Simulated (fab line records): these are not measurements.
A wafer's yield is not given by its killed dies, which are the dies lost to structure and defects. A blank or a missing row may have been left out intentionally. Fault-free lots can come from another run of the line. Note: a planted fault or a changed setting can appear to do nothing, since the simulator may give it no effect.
The tool behind it: which one? | flow berkeleyCmos170 | Sampling: 11 lots, 33 wafers, 2 of 331 route steps

## WHAT EACH GAUGE READ, for each wafer
UCB170_NWELL_THK_MEAS_05.
lot  | measured    | on           | NWELL_NITRIDE_THK (nm)
L157 | day 2 09:10 | filmMetro-03 | 226.7 226.0 226.6
L158 | day 2 18:46 | filmMetro-01 | 225.6 225.2 224.0
L160 | day 2 18:45 | filmMetro-02 | 224.9 225.3 228.3
L159 | day 2 22:37 | filmMetro-02 | 226.2 223.5 224.1
L161 | day 3 10:55 | filmMetro-02 | 223.0 223.6 223.1
L162 | day 3 10:55 | filmMetro-03 | 221.2 223.8 221.1
L163 | day 3 16:53 | filmMetro-02 | 226.5 224.4 225.4
L166 | day 4 09:50 | filmMetro-03 | 234.8 235.9 238.1
L167 | day 4 09:49 | filmMetro-01 | 236.8 234.6 233.3
L177 | day 6 14:59 | filmMetro-03 | 226.2 226.7 224.9
L180 | day 7 00:38 | filmMetro-03 | 222.5 224.0 222.5

## EACH LOT AND THE TOOL THAT RAN IT (in order: tool; ch and the chambers of the sampled wafers; start)
lot  | UCB170_NWELL_CVD_04
L157 | lpcvd-01 ch 1, day 2 07:14
L158 | lpcvd-01 ch 0, day 2 16:49
L160 | lpcvd-01 ch 1, day 2 16:49
L159 | lpcvd-01 ch 1, day 2 20:40
L161 | lpcvd-02 ch 0, day 3 08:58
L162 | lpcvd-02 ch 1, day 3 08:58
L163 | lpcvd-02 ch 1, day 3 14:56
L166 | lpcvd-02 ch 1, day 4 07:53
L167 | lpcvd-02 ch 0, day 4 07:53
L177 | lpcvd-01 ch 1, day 6 13:02
L180 | lpcvd-01 ch 1, day 6 22:43
- UCB170_NWELL_CVD_04: deposits Si3N4 from SiH2Cl2/NH3, target thk 224 nm, time 3360 s.

## THE ANSWER, worked out from the rows above alone
Rule: the lots themselves supply what counts as usual. Put in order of their means at a reading, lots are off if they are a third of the lots or fewer, leave a main group of 4 or more, and stand apart from it by a gap of 3 or more times the standard deviation of the main group's means; of several such gaps the widest counts. A main group whose means are all the same, to the digits that the tables above print for the reading, isn't used. A lot without any number at a reading at which 4 lots or more have one is off too. All remaining lots with rows at the step are treated as sound.
Off: at UCB170_NWELL_THK_MEAS_05 (NWELL_NITRIDE_THK), L166, L167. The main group has a mean of 224.6 nm with a standard deviation of 1.5.
A tool fits if, at a process step before that reading, it ran every lot that is off, and no sound lot after the first of them. Those tools and the gauges at UCB170_NWELL_THK_MEAS_05 are tried in the same way. One fits: UCB170_NWELL_CVD_04 on lpcvd-02. A fault onset in the window from L163 (day 3 14:56, its last sound lot) to L166 (day 4 07:53, its first lot off) fits.

## WHAT THE SIMULATOR HAD PUT IN
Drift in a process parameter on lpcvd-02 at UCB170_NWELL_CVD_04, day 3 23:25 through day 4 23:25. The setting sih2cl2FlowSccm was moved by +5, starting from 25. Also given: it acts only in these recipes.
Struck lots among those shown: L167, L166. Same finding as the rule above.
